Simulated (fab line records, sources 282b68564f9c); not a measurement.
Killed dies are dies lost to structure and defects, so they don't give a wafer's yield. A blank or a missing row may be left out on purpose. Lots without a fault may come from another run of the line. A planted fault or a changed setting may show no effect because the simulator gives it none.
Split-lot experiment | flow rit_cmos | 5 lots, 23 wafers read, on a route of 202 steps

THE SPLIT
At RIT_PSD_COAT_01 (resist thk 1000 nm), the setting resist_thk_nm was moved away from the recipe's 1000 nm on 11 of the 23 wafers read, by -2.6% to +5.7%. The other wafers ran this setting at the recipe's value.

The file shows no step between the split and the reading.

THE READING
NOVOLAK_of_PSD_COAT_01.thk_nm (the simulator's own value, which no gauge read), in nm, at RIT_PSD_HARDBAKE_07 (time 60 s). The file gives no usual value for it. The 12 wafers here that ran the recipe average 885.2 nm, standard deviation 3.4 nm.

wafer  | tool, chamber at the split | resist_thk_nm as run, nm | against the recipe | NOVOLAK_of_PSD_COAT_01.thk_nm, nm | against lot-mates on the recipe
L075.1 | litho_track-01, 0          | 974.4                    | -2.6%              | 859.7                             | -21.7
L075.2 | litho_track-01, 0          | 1000                     | recipe             | 882.2                             | -
L075.3 | litho_track-01, 0          | 974.4                    | -2.6%              | 858.7                             | -22.7
L075.4 | litho_track-01, 0          | 974.4                    | -2.6%              | 859.9                             | -21.5
L075.6 | litho_track-01, 0          | 1000                     | recipe             | 880.6                             | -
L076.1 | litho_track-04, 0          | 1034                     | +3.4%              | 910.9                             | +27.5
L076.2 | litho_track-04, 0          | 1000                     | recipe             | 880                               | -
L076.3 | litho_track-04, 0          | 1000                     | recipe             | 886.4                             | -
L076.4 | litho_track-04, 0          | 1000                     | recipe             | 883.9                             | -
L076.6 | litho_track-04, 0          | 1034                     | +3.4%              | 910.2                             | +26.8
L081.1 | litho_track-02, 0          | 1057                     | +5.7%              | 938                               | +51.0
L081.3 | litho_track-02, 0          | 1000                     | recipe             | 885.9                             | -
L081.4 | litho_track-02, 0          | 1057                     | +5.7%              | 939.5                             | +52.5
L081.5 | litho_track-02, 0          | 1057                     | +5.7%              | 935.6                             | +48.6
L081.6 | litho_track-02, 0          | 1000                     | recipe             | 888.2                             | -
L082.1 | litho_track-04, 0          | 1000                     | recipe             | 884.2                             | -
L082.3 | litho_track-04, 0          | 1000                     | recipe             | 885.3                             | -
L082.5 | litho_track-04, 0          | 1000                     | recipe             | 884.1                             | -
L083.2 | litho_track-02, 0          | 983.3                    | -1.7%              | 869.7                             | -21.1
L083.3 | litho_track-02, 0          | 1000                     | recipe             | 891.5                             | -
L083.4 | litho_track-02, 0          | 983.3                    | -1.7%              | 876.8                             | -14.1
L083.5 | litho_track-02, 0          | 983.3                    | -1.7%              | 873.3                             | -17.6
L083.6 | litho_track-02, 0          | 1000                     | recipe             | 890.2                             | -

THE FIT
A straight line over all 23 wafers: NOVOLAK_of_PSD_COAT_01.thk_nm changes by +8.95 nm for each +1% of resist_thk_nm; r = +0.99; the points scatter about the line by 3.6 nm.
The same after taking each lot's own level away (the mean of its wafers on the recipe; 23 wafers): +8.83 nm for each +1%; r = +1.00; scatter 2.2 nm.
On that fit, the largest move of resist_thk_nm shifts the reading by 50 nm.
The lots' own levels span 881.40 to 890.85 nm, that is 2.8 times the standard deviation above.
So the lot-to-lot level changes the slope little: the two slopes agree.
Check: with one of the wafers moved furthest among these (+5.7%) left out of the fit, the line predicts +49.5 nm for it against its lot-mates. It came out at +51 nm against them.

OTHER SPLITS ON THESE WAFERS
These wafers also went through other splits before the reading. Each is held against what the fit with the lots' levels taken away leaves over:
other split on the same wafers   | wafers away from the commonest value | r with NOVOLAK_of_PSD_COAT_01.thk_nm (lot level and that fit taken away)
RIT_ACTIVE_ETCH_13 time_s        | 4                                    | -0.01
RIT_NWELL_COAT_01 resist_thk_nm  | 7                                    | -0.43
RIT_NWELL_SOFTBAKE_02 temp_c     | 4                                    | -0.03
RIT_NRETRO_COAT_01 spin_rpm      | 5                                    | +0.28
RIT_PRETRO_SOFTBAKE_02 temp_c    | 8                                    | -0.37
RIT_PRETRO_IMPLANT_08 energy_kev | 9                                    | -0.03
RIT_GATE_COAT_11 resist_thk_nm   | 10                                   | +0.23
RIT_GATE_DEVELOP_15 dev_temp_c   | 5                                    | -0.05
RIT_PLDD_IMPLANT_08 energy_kev   | 6                                    | +0.02

THE WHOLE CHAIN: every reading that the file lists as answering this split, in the file's order
step                | what it does       | reading                                                                        | change (the file's fit)              | r (the file's)
RIT_PSD_COAT_01     | resist thk 1000 nm | NOVOLAK_of_PSD_COAT_01.thk_nm (the simulator's own value, which no gauge read) | +10 nm for each +1% of the setting   | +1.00
RIT_PSD_HARDBAKE_07 | time 60 s          | NOVOLAK_of_PSD_COAT_01.thk_nm (the simulator's own value, which no gauge read) | +8.73 nm for each +1% of the setting | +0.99

THE FILE'S OWN FIT
NOVOLAK_of_PSD_COAT_01.thk_nm changes by +8.73 nm for each +1% of resist_thk_nm, r = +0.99.
